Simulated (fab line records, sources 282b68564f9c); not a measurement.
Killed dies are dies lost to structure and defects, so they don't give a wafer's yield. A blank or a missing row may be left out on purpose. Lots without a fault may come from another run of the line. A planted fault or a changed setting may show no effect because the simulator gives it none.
Which tool did it? | flow rit_cmos | 14 lots, 42 wafers sampled, at 2 steps of a route of 202

WHAT THE GAUGES READ, wafer by wafer
RIT_NRETRO_TW_MEAS_10. Usual: NRETRO_TW 1052, standard deviation 6.7.
lot  | measured    | on            | NRETRO_TW      | flag
L169 | day 2 11:31 | film_metro-02 | 1045 1050 1044 |
L170 | day 2 15:26 | film_metro-03 | 1046 1043 1043 |
L173 | day 3 08:42 | film_metro-03 | 1054 1049 1058 |
L174 | day 3 12:29 | film_metro-03 | 1059 1058 1056 |
L175 | day 3 17:17 | film_metro-02 | 1061 1054 1054 |
L176 | day 3 21:26 | film_metro-02 | 1054 1054 1050 |
L177 | day 4 03:06 | film_metro-01 | 1107 1110 1113 | OFF
L178 | day 4 08:01 | film_metro-03 | 1054 1052 1049 |
L180 | day 4 19:30 | film_metro-03 | 1108 1106 1107 | OFF
L186 | day 6 00:03 | film_metro-01 | 1055 1057 1052 |
L187 | day 6 05:20 | film_metro-02 | 1041 1040 1046 |
L188 | day 6 09:25 | film_metro-01 | 1059 1061 1062 |
L190 | day 6 20:11 | film_metro-02 | 1048 1050 1054 |
L191 | day 7 01:59 | film_metro-01 | 1052 1056 1056 |

WHICH TOOL RAN EACH LOT (tool, then ch and the chambers of the sampled wafers, then the start)
lot  | RIT_NRETRO_IMPLANT_08
L169 | implanter-01 ch 0, day 2 11:12
L170 | implanter-03 ch 0, day 2 15:09
L173 | implanter-01 ch 0, day 3 08:22
L174 | implanter-04 ch 0, day 3 12:11
L175 | implanter-04 ch 0, day 3 16:57
L176 | implanter-03 ch 0, day 3 21:07
L177 | implanter-04 ch 0, day 4 02:47
L178 | implanter-03 ch 0, day 4 07:43
L180 | implanter-04 ch 0, day 4 19:10
L186 | implanter-01 ch 0, day 5 23:43
L187 | implanter-01 ch 0, day 6 05:01
L188 | implanter-03 ch 0, day 6 09:05
L190 | implanter-01 ch 0, day 6 19:52
L191 | implanter-04 ch 0, day 7 01:41
- RIT_NRETRO_IMPLANT_08

WHAT THE TOOLS THEMSELVES READ (means of the sampled wafers that have a number; where no wafer has one, the mark that the record gives instead)
RIT_NRETRO_IMPLANT_08. Usual: beam_energy_keV 69.993, standard deviation 0.018; faraday_current_uA 31.7, standard deviation 0.63.
lot  | tool         | beam_energy_keV | faraday_current_uA | flag
L169 | implanter-01 | 69.973          | 31.4               |
L170 | implanter-03 | 69.988          | 32.0               |
L173 | implanter-01 | 70.000          | 31.8               |
L174 | implanter-04 | 69.991          | 32.1               |
L175 | implanter-04 | 69.983          | 31.4               |
L176 | implanter-03 | 69.987          | 31.3               |
L177 | implanter-04 | 85.402          | 31.4               | OFF
L178 | implanter-03 | 70.012          | 31.4               |
L180 | implanter-04 | 85.380          | 31.0               | OFF
L186 | implanter-01 | 70.006          | 32.1               |
L187 | implanter-01 | 70.010          | 31.6               |
L188 | implanter-03 | 70.002          | 31.8               |
L190 | implanter-01 | 70.015          | 32.2               |
L191 | implanter-04 | 69.993          | 31.4               |

THE ANSWER, worked out from the rows above alone
Rule: a lot is off if the mean of its wafers that have a number lies more than 3 standard deviations from the usual mean. A lot without any number at a reading at which 4 lots or more have one is off too. The other lots that the step has rows for count as sound. The gauges are gone through in route order, then the tools' own readings, and for those a lot's mean is taken as printed above. The first step at which some lot is off is used, and at that step the reading that is off furthest; a lot without a number counts as furthest.
Off: L177, L180, at RIT_NRETRO_TW_MEAS_10 (NRETRO_TW).
A tool fits if, at a process step before that reading, it ran every lot that is off, and no sound lot after the first of them. The gauges at RIT_NRETRO_TW_MEAS_10 aren't tried: what is off there is off at RIT_NRETRO_IMPLANT_08 too, on other tools, and a gauge's error can't cause that. None of those tried fits.

WHAT THE SIMULATOR HAD PUT IN
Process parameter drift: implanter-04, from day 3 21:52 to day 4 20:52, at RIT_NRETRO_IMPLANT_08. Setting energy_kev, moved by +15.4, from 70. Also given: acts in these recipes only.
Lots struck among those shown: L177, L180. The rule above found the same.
